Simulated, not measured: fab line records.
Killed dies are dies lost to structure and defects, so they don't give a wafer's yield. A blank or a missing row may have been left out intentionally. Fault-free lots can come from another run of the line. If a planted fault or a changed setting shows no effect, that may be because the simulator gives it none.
Code-filled problem report in 8D (eight disciplines) form    flow berkeley cmos170    the parts of the form that need people (team, actions taken, sign-off) are left out

## 1. THE PROBLEM
Across 9 wafers from 3 lots, NLDD_RS at UCB170_SDANNEAL_RS_MEAS_05 averages 642.5 ohm/sq, while fault-free wafers read 616.5 ohm/sq with a standard deviation of 1.4. Relative to the usual mean, that is a shift of +19 standard deviations.
The step: measures by four-point-probe.
Seen first at day 9 13:57 on film metro-01, wafer L368.2. Wafers with a number at this step in the record: 45, from 15 lots. Rule for "out", or "out of limits": more than 4 standard deviations from the usual mean. Any other wafer with a number is counted as sound.

## 2. WHAT IT IS AND WHAT IT IS NOT
question                     is                      is not
which readings at this step  NLDD_RS                 -
which lots                   L368, L370, L372        L356, L357, L358, L359, L360, L361, L362, L364, L365, L376, L378, L379
which wafers of those lots   all that have a number  -
read on which gauges         film metro-01           film metro-02, film metro-04
when                         from day 9 13:57        up to then (27 sound wafers); but 9 sound wafers of L376, L378, L379 came after

## 3. WHAT RULES OUT EACH SUSPECT
Counting: a tool at any process step up to the reading remains a suspect when it ran all the lots that are out and ran no sound lot after the first of those.
- ruled out: the gauge at UCB170_SDANNEAL_RS_MEAS_05. All the wafers that are out were read on film metro-01, but those of them that UCB170_NLDD_IMPLANT_09 has rows for are out there too, on other tools.
- implanter-03 at UCB170_NLDD_IMPLANT_09: kept. All lots that are out passed through it, beginning with L368 at day 9 02:16, and no sound lot followed; its final sound lot before that point was L365 at day 8 06:25. Its own readings are out on those wafers: dose ions cm2, faraday current uA.
The count leaves implanter-03 at UCB170_NLDD_IMPLANT_09.

## 4. THE CAUSE (what the simulator had put in)
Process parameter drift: implanter-03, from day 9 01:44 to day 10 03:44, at UCB170_NLDD_IMPLANT_09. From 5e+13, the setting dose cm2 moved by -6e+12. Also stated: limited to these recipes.
This tool alone remained once counting was done.

## 5. SEQUENCE OF EFFECTS, ordered by route
One row per reading whose mean, taken over the struck wafers that have a number, lies over 3 standard deviations from the usual. Readings are gone through only where the record gives a usual standard deviation; hours: the median, over the lots, of the time from a lot's start at the first step in this table giving one to that lot's start at this step; sigmas: the change measured in usual standard deviations.
hours  step                        reading             usual         on struck wafers  change  sigmas
0      UCB170_NLDD_IMPLANT_09      dose ions cm2       5e+13         4e+13             -6e+12  -93
0      UCB170_NLDD_IMPLANT_09      faraday current uA  158.6         138.3             -20.3   -6.8
9      UCB170_SDANNEAL_RS_MEAS_05  NLDD_RS             616.5 ohm/sq  642.5             +26.0   +19
It contains these process steps:
- UCB170_NLDD_IMPLANT_09

## 6. HOW IT WOULD HAVE BEEN CAUGHT EARLIER
In this record the first reading out of limits at a measuring or inspecting step was taken at day 9 13:57, 12 hours after the fault began at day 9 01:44.
The tool's own readings at UCB170_NLDD_IMPLANT_09 were out on every struck wafer that the step has a row for (dose ions cm2, faraday current uA): an alarm limit on them would have fired on the first of those.
Lots out: 3; of these, L370, L372 started UCB170_NLDD_IMPLANT_09 on implanter-03 after day 9 13:57. A hold on the tool at that time would have spared those 2.
